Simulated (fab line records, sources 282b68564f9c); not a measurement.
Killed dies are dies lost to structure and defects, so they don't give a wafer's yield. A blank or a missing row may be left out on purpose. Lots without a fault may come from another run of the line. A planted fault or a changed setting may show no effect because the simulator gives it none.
Problem report in the 8D (eight disciplines) form, filled by code | flow rit_cmos | the parts of the form that need people (team, actions taken, sign-off) are left out

1. THE PROBLEM
ACTIVE_NITRIDE_THK at RIT_ACTIVE_THK_MEAS_04 reads a mean of 204.1 nm on 6 wafers of 2 lots; wafers without a fault read 149.5 nm with a standard deviation of 1.4. That is +39 standard deviations from the usual mean.
First seen on wafer L768.3, day 2 20:36, on film_metro-02. The record holds 42 wafers of 14 lots with a number at this step. Rule for "out", or "out of limits": more than 4 standard deviations from the usual mean. The other wafers with a number count as sound.

2. WHAT IT IS AND WHAT IT IS NOT
question                    | is                           | is not
which readings at this step | ACTIVE_NITRIDE_THK           | -
which lots                  | L768, L770                   | L762, L763, L765, L766, L767, L774, L776, L781, L782, L783, L784, L785
which wafers of those lots  | all that have a number       | -
read on which gauges        | film_metro-02, film_metro-04 | film_metro-03
when                        | from day 2 20:36             | up to then (15 sound wafers); but 21 sound wafers of L774, L776, L781, L782, L783, L784, L785 came after

3. SUSPECTS, AND WHAT RULES EACH OUT
Counting: a tool at a process step up to the reading stays a suspect if it ran every lot that is out and no sound lot after the first of them.
- the gauge at RIT_ACTIVE_THK_MEAS_04: ruled out. The wafers that are out were read on 2 gauges (film_metro-02, film_metro-04).
- lpcvd-02 at RIT_ACTIVE_CVD_03 (deposits Si3N4 from SiH2Cl2/NH3, target thk 150 nm, time 1500 s): kept. It ran every lot that is out, first L768 (day 2 18:27), and no sound lot after that; its last sound lot up to then is L767 (day 2 13:31).
Left after counting: lpcvd-02 at RIT_ACTIVE_CVD_03.

4. THE CAUSE (what the simulator had put in)
Process parameter drift: lpcvd-02, from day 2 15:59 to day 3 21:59, at RIT_ACTIVE_CVD_03. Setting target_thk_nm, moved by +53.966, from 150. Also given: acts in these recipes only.
Counting left only this tool.

5. THE CHAIN OF EFFECTS, in route order
Each row: a reading whose mean over the struck wafers that have a number lies more than 3 standard deviations from the usual. Only readings for which the record gives a usual standard deviation are gone through. hours: the time from each lot's start at the first step in this table that gives one to its start at this step, as a median over the lots. sigmas: the change in usual standard deviations.
hours | step                   | reading            | usual      | on struck wafers | change | sigmas
0     | RIT_ACTIVE_THK_MEAS_04 | ACTIVE_NITRIDE_THK | 149.5 nm   | 204.1            | +54.6  | +39
8     | RIT_ACTIVE_ETCH_13     | oes_product_au     | 0.821 a.u. | 0.987            | +0.166 | +14
The process steps in it:
- RIT_ACTIVE_ETCH_13: etches Si3N4 in SF6, stops on SiO2, time 210 s, target depth 210 nm.
Later measuring or inspecting steps at which every struck wafer that the step has a row for has a number for every such reading, and none has moved that far: RIT_GATE_THK_MEAS_09, RIT_PLDD_OVL_MEAS_06, RIT_CONTACT_CD_MEAS_90.

6. WHAT WOULD HAVE CAUGHT IT SOONER
In this record the first reading out of limits at a measuring or inspecting step was taken at day 2 20:36, 5 hours after the fault began at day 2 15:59.
Of the tool readings at RIT_ACTIVE_CVD_03 for which the record gives a usual standard deviation, none was out on any struck wafer, so an alarm limit of 4 standard deviations on them would not have fired.
Of the lots that are out (2), L770 began RIT_ACTIVE_CVD_03 on lpcvd-02 after day 2 20:36. A hold on the tool at that time would have spared it.
